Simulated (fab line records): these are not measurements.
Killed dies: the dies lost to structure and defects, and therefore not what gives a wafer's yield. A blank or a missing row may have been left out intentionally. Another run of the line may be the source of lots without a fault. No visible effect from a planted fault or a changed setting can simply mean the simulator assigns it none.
Split-lot study | flow berkeleyCmos170 | on a route of 331 steps: 5 lots, 23 wafers read

== THE SPLIT ==
At UCB170_PWELL_OXIDATION_02 (target thk 26.4 nm, ox time 1260 s), the setting tempC was moved away from the recipe's 1000 C on 15 of the 23 wafers read, by -2.2% to +2.7%. All remaining wafers had this setting at the recipe value.

Split to reading: the file shows no intervening step.

== THE READING ==
PWELL_OXIDE_THK at UCB170_PWELL_THK_MEAS_03, in nm. A value of 26.0 nm with a standard deviation of 0.57 nm is what fault-free wafers of this fab line usually give.

wafer  | tool, chamber at the split | tempC as run, C | against the recipe | PWELL_OXIDE_THK, nm | against lot-mates on the recipe
L076.1 | -, -                       | 1000            | recipe             | 25.8                | -
L076.2 | -, -                       | 1000            | recipe             | 25.5                | -
L076.3 | -, -                       | 1000            | recipe             | 25.7                | -
L076.4 | -, -                       | 1000            | recipe             | 25.4                | -
L076.6 | -, -                       | 1000            | recipe             | 25.5                | -
L077.1 | furnace-03, 0              | 1000            | recipe             | 25.4                | -
L077.4 | furnace-03, 0              | 1000            | recipe             | 25.6                | -
L077.5 | furnace-03, 0              | 1000            | recipe             | 25.6                | -
L079.1 | -, -                       | 977.7           | -2.2%              | 21.2                | no lot-mate on the recipe
L079.2 | -, -                       | 977.7           | -2.2%              | 21.3                | no lot-mate on the recipe
L079.3 | -, -                       | 977.7           | -2.2%              | 21.6                | no lot-mate on the recipe
L079.4 | -, -                       | 977.7           | -2.2%              | 21.2                | no lot-mate on the recipe
L079.6 | -, -                       | 977.7           | -2.2%              | 21.7                | no lot-mate on the recipe
L080.1 | -, -                       | 1027            | +2.7%              | 33.2                | no lot-mate on the recipe
L080.2 | -, -                       | 1027            | +2.7%              | 33.1                | no lot-mate on the recipe
L080.3 | -, -                       | 1027            | +2.7%              | 32.9                | no lot-mate on the recipe
L080.4 | -, -                       | 1027            | +2.7%              | 32.8                | no lot-mate on the recipe
L080.5 | -, -                       | 1027            | +2.7%              | 33.1                | no lot-mate on the recipe
L082.1 | -, -                       | 1015            | +1.5%              | 28.9                | no lot-mate on the recipe
L082.2 | -, -                       | 1015            | +1.5%              | 28.8                | no lot-mate on the recipe
L082.4 | -, -                       | 1015            | +1.5%              | 29.6                | no lot-mate on the recipe
L082.5 | -, -                       | 1015            | +1.5%              | 29.1                | no lot-mate on the recipe
L082.6 | -, -                       | 1015            | +1.5%              | 29.7                | no lot-mate on the recipe

THE FIT
A straight line over all 23 wafers: PWELL_OXIDE_THK changes by +2.34 nm for each +1% of tempC; r = +0.99; the points scatter about the line by 0.59 nm.
Too few moved wafers with a lot-mate on the recipe to fit a line net of each lot's own level.

== THE WHOLE CHAIN: every reading that the file lists as answering this split, in the file's order ==
step                      | what it does                       | reading                                                                           | change (the file's fit)              | r (the file's)
UCB170_PWELL_OXIDATION_02 | target thk 26.4 nm, ox time 1260 s | SiO2_of_PWELL_OXIDATION_02.thkNm (the simulator's own value, which no gauge read) | +2.34 nm for each +1% of the setting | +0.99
UCB170_PWELL_THK_MEAS_03  |                                    | PWELL_OXIDE_THK                                                                   | +2.34 for each +1% of the setting    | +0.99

== THE FILE'S OWN FIT ==
PWELL_OXIDE_THK changes by +2.34 nm for each +1% of tempC, r = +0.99.
